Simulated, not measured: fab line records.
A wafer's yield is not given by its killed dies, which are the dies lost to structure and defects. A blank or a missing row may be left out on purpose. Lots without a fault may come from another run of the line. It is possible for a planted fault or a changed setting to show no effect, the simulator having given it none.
Problem report, 8D (eight disciplines) form, completed by code | flow rit cmos | the parts of the form that need people (team, actions taken, sign-off) are left out

1. THE ISSUE
Mean NLDD_TW at RIT_NLDD_TW_MEAS_10: 2662 over 6 wafers in 2 lots; fault-free wafers: 2498, standard deviation 29. That is +5.6 standard deviations from the usual mean.
Seen first at day 4 19:11 on film metro-03, wafer L847.1. The record has a number at this step for 42 wafers belonging to 14 lots. Rule for "out" (also "out of limits"): further than 4 standard deviations from the usual mean. The other wafers with a number count as sound.

2. WHAT IT IS AND WHAT IT IS NOT
question                    | is                           | is not
which readings at this step | NLDD_TW                      | -
which lots                  | L847, L848                   | L838, L839, L840, L841, L842, L850, L851, L855, L858, L859, L860, L861
which wafers of those lots  | all that have a number       | -
read on which gauges        | film metro-01, film metro-03 | film metro-02
when                        | from day 4 19:11             | up to then (15 sound wafers); but 21 sound wafers of L850, L851, L855, L858, L859, L860, L861 came after

3. THE SUSPECTS, EACH WITH WHAT RULES IT OUT
Counting: a tool at any process step up to the reading remains a suspect when it ran all the lots that are out and ran no sound lot after the first of those.
- the gauge at RIT_NLDD_TW_MEAS_10 has been ruled out. Those wafers that are out were read across 2 gauges (film metro-01, film metro-03).
- implanter-02 at RIT_NLDD_IMPLANT_08: kept. Every lot that is out went through it, starting with L847 (day 4 18:52), and after that it ran no sound lot; the last sound lot it ran before then is L842 (day 3 22:09). Its own beam energy keV readings are out on those wafers.
Left after counting: implanter-02 at RIT_NLDD_IMPLANT_08.

4. THE CAUSE (what the simulator had put in)
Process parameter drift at RIT_NLDD_IMPLANT_08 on implanter-02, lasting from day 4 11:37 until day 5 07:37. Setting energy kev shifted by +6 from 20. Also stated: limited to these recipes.
Only this tool survived the counting.

5. THE CHAIN OF EFFECTS, in route order
Each row: a reading whose mean over the struck wafers that have a number lies more than 3 standard deviations from the usual. Readings are gone through only where the record gives a usual standard deviation; hours: the median, over the lots, of the time from a lot's start at the first step in this table giving one to that lot's start at this step; sigmas: the change measured in usual standard deviations.
hours | step                    | reading         | usual        | on struck wafers | change | sigmas
0     | RIT_NLDD_IMPLANT_08     | beam energy keV | 20.000       | 26.001           | +6.001 | +99 or more
0     | RIT_NLDD_TW_MEAS_10     | NLDD_TW         | 2498         | 2662             | +164   | +5.6
8     | RIT_SDANNEAL_RS_MEAS_07 | NLDD_RS         | 151.6 ohm/sq | 147.0            | -4.6   | -8.6
The process steps in it:
- RIT_NLDD_IMPLANT_08

6. WHAT WOULD HAVE CAUGHT IT SOONER
In this record the first reading out of limits at a measuring or inspecting step was taken at day 4 19:11, 8 hours after the fault began at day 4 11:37.
Tool's own readings at RIT_NLDD_IMPLANT_08, beam energy keV: out on all struck wafers the step has rows for; an alarm limit on them would have tripped on the first.
L848, from the lots that are out (2), started RIT_NLDD_IMPLANT_08 on implanter-02 later than day 4 19:11. A hold on the tool at that time would have spared it.
